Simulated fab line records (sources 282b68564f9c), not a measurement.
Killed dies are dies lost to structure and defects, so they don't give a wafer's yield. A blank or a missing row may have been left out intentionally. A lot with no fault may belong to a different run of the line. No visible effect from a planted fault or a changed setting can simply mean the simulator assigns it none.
Problem report in the 8D (eight disciplines) form, filled by code + flow rit_cmos + the parts of the form that need people (team, actions taken, sign-off) are left out

1. PROBLEM STATEMENT
Wafers free of any fault read 47.2 nm (standard deviation 0.84) for ACTIVE_OXIDE_THK at RIT_ACTIVE_THK_MEAS_02, against a mean of 41.2 nm on 9 wafers of 3 lots. That is -7.2 standard deviations from the usual mean.
The first sign was on wafer L725.2 at day 4 00:04, on film_metro-04. The record holds 45 wafers of 15 lots with a number at this step. Rule for "out", or "out of limits": more than 4 standard deviations from the usual mean. Any other wafer with a number is counted as sound.

2. WHAT IT IS, WHAT IT ISN'T
| question                    | is                           | is not                                                                          |
|-----------------------------|------------------------------|---------------------------------------------------------------------------------|
| which readings at this step | ACTIVE_OXIDE_THK             | -                                                                               |
| which lots                  | L725, L726, L729             | L713, L714, L716, L719, L720, L721, L722, L723, L724, L733, L734, L736          |
| which wafers of those lots  | all that have a number       | -                                                                               |
| read on which gauges        | film_metro-02, film_metro-04 | film_metro-03                                                                   |
| when                        | from day 4 00:04             | up to then (27 sound wafers); but 9 sound wafers of L733, L734, L736 came after |

3. SUSPECTS, AND WHAT RULES EACH OUT
Counting: any tool at a process step up to the reading is kept as a suspect provided that every lot that is out went through it and no sound lot did after the first of them.
- the gauge at RIT_ACTIVE_THK_MEAS_02: ruled out. The wafers that are out were read on 2 gauges (film_metro-02, film_metro-04).
- furnace-04 at RIT_ACTIVE_OXIDATION_01 (target thk 46.8 nm, ox time 3360 s): kept. It ran every lot that is out, first L725 (day 3 22:07), and no sound lot after that; its last sound lot up to then is L724 (day 3 17:07).
Remaining after the count: furnace-04 at RIT_ACTIVE_OXIDATION_01.

4. THE CAUSE (what the simulator had put in)
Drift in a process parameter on furnace-04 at RIT_ACTIVE_OXIDATION_01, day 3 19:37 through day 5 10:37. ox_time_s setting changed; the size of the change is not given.
This tool alone remained once counting was done.

5. SEQUENCE OF EFFECTS, ordered by route
Each row: a reading where the mean over the struck wafers with a number is more than 3 standard deviations away from the usual. Readings are gone through only where the record gives a usual standard deviation; hours: the median, over the lots, of the time from a lot's start at the first step in this table giving one to that lot's start at this step; sigmas: the change measured in usual standard deviations.
| hours | step                   | reading          | usual   | on struck wafers | change | sigmas |
|-------|------------------------|------------------|---------|------------------|--------|--------|
| 0     | RIT_ACTIVE_THK_MEAS_02 | ACTIVE_OXIDE_THK | 47.2 nm | 41.2             | -6.0   | -7.2   |
Later measuring or inspecting steps at which every struck wafer that the step has a row for has a number for every such reading, and none has moved that far: RIT_PWELL_TW_MEAS_10, RIT_CONTACT_CD_MEAS_08.

6. HOW IT WOULD HAVE BEEN CAUGHT EARLIER
Counted from the fault's start at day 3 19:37, it took 4 hours until the first out-of-limits reading at a measuring or inspecting step in this record, taken at day 4 00:04.
Tool readings at RIT_ACTIVE_OXIDATION_01 with a usual standard deviation given in the record: none out on any struck wafer, hence no alarm at a limit of 4 standard deviations on them.
L726, L729, from the lots that are out (3), started RIT_ACTIVE_OXIDATION_01 on furnace-04 later than day 4 00:04. A hold on the tool at that time would have spared those 2.
